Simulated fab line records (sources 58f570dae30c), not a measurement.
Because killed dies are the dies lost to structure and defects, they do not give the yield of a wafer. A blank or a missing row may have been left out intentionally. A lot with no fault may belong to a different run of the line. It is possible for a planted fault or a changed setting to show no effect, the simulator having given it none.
Which tool is to blame? | flow berkeleyCmos170 | 42 wafers from 14 lots sampled at 2 of the route's 331 steps

== WHAT THE GAUGES READ, wafer by wafer ==
UCB170_PVT_OVL_MEAS_06.
lot  | measured     | on         | PVT_OVL (nm)
L483 | day 6 16:31  | overlay-02 | 12 1 4
L484 | day 6 16:52  | overlay-02 | -1 -6 -6
L485 | day 7 08:50  | overlay-02 | 2 5 4
L487 | day 7 21:47  | overlay-02 | -1 -6 -7
L488 | day 7 21:14  | overlay-01 | 9 4 13
L489 | day 7 21:56  | overlay-01 | 4 0 4
L490 | day 7 21:31  | overlay-02 | 5 8 5
L493 | day 9 08:10  | overlay-01 | -2 -1 -7
L497 | day 10 01:08 | overlay-02 | -4 -6 0
L498 | day 10 12:16 | overlay-01 | -2 2 1
L500 | day 10 13:46 | overlay-02 | 8 10 9
L501 | day 10 12:32 | overlay-01 | 1 2 3
L503 | day 10 23:13 | overlay-02 | 8 4 5
L504 | day 11 06:04 | overlay-02 | 4 4 -3

== WHAT TOOL EACH LOT RAN ON (gives the tool, then ch and the chambers of the sampled wafers, and finally the start) ==
lot  | UCB170_NWELL_STRIP_15
L483 | plasmaAsher-03 ch 0,1, day 3 03:26
L484 | plasmaAsher-01 ch 0,1, day 3 03:43
L485 | plasmaAsher-01 ch 0, day 3 15:02
L487 | plasmaAsher-04 ch 0,1, day 3 20:34
L488 | plasmaAsher-04 ch 0,1, day 4 04:12
L489 | plasmaAsher-03 ch 0,1, day 4 04:27
L490 | plasmaAsher-04 ch 0,1, day 4 04:28
L493 | plasmaAsher-04 ch 0,1, day 5 02:39
L497 | plasmaAsher-01 ch 0,1, day 5 21:09
L498 | plasmaAsher-03 ch 0,1, day 6 00:29
L500 | plasmaAsher-04 ch 0,1, day 6 08:54
L501 | plasmaAsher-04 ch 0,1, day 6 15:39
L503 | plasmaAsher-04 ch 0,1, day 7 02:07
L504 | plasmaAsher-03 ch 0,1, day 7 08:50
- UCB170_NWELL_STRIP_15: strips in O2.

== WHAT THE TOOLS THEMSELVES READ (means of the sampled wafers that have a number; where no wafer has one, the mark that the record gives instead) ==
UCB170_NWELL_STRIP_15.
lot  | tool           | drypumpMotorCurrentA (A) | o2FlowSccm (sccm) | oesProductAu (a.u.) | stripTimeToEndpointS (s)
L483 | plasmaAsher-03 | 5.6                      | 399.9             | 0.721               | 17.93
L484 | plasmaAsher-01 | 5.9                      | 398.0             | 0.726               | 17.99
L485 | plasmaAsher-01 | 6.6                      | 399.4             | 0.724               | 17.95
L487 | plasmaAsher-04 | 5.6                      | 400.2             | 0.716               | 17.99
L488 | plasmaAsher-04 | 5.2                      | 400.9             | 0.720               | 17.97
L489 | plasmaAsher-03 | 5.5                      | 399.2             | 0.724               | 17.97
L490 | plasmaAsher-04 | 5.6                      | 399.0             | 0.720               | 18.02
L493 | plasmaAsher-04 | 5.1                      | 401.0             | 0.721               | 17.93
L497 | plasmaAsher-01 | 5.8                      | 399.2             | 0.722               | 18.01
L498 | plasmaAsher-03 | 5.2                      | 400.4             | 0.721               | 18.02
L500 | plasmaAsher-04 | 5.1                      | 400.6             | 0.719               | 17.96
L501 | plasmaAsher-04 | 5.6                      | 400.0             | 0.717               | 17.94
L503 | plasmaAsher-04 | 5.1                      | 398.4             | 0.725               | 18.01
L504 | plasmaAsher-03 | 5.5                      | 399.4             | 0.721               | 18.01

== THE ANSWER, worked out from the rows above alone ==
Rule: the usual values come from the lots themselves. Put in order of their means at a reading, lots are off if they are a third of the lots or fewer, leave a main group of 4 or more, and stand apart from it by a gap of 3 or more times the standard deviation of the main group's means; of several such gaps the widest counts. A main group whose means are all the same, to the digits that the tables above print for the reading, isn't used. A lot without any number at a reading at which 4 lots or more have one is off too. The other lots that the step has rows for count as sound. After the gauges, taken in route order, come the tools' own readings; for these a lot's mean is taken, as printed above. The first step at which some lot is off is used, and at that step the reading that is off furthest; a lot without a number counts as furthest.
No lot is off on any of the readings shown, so nothing can be concluded from this.

== WHAT HAD BEEN PUT IN BY THE SIMULATOR ==
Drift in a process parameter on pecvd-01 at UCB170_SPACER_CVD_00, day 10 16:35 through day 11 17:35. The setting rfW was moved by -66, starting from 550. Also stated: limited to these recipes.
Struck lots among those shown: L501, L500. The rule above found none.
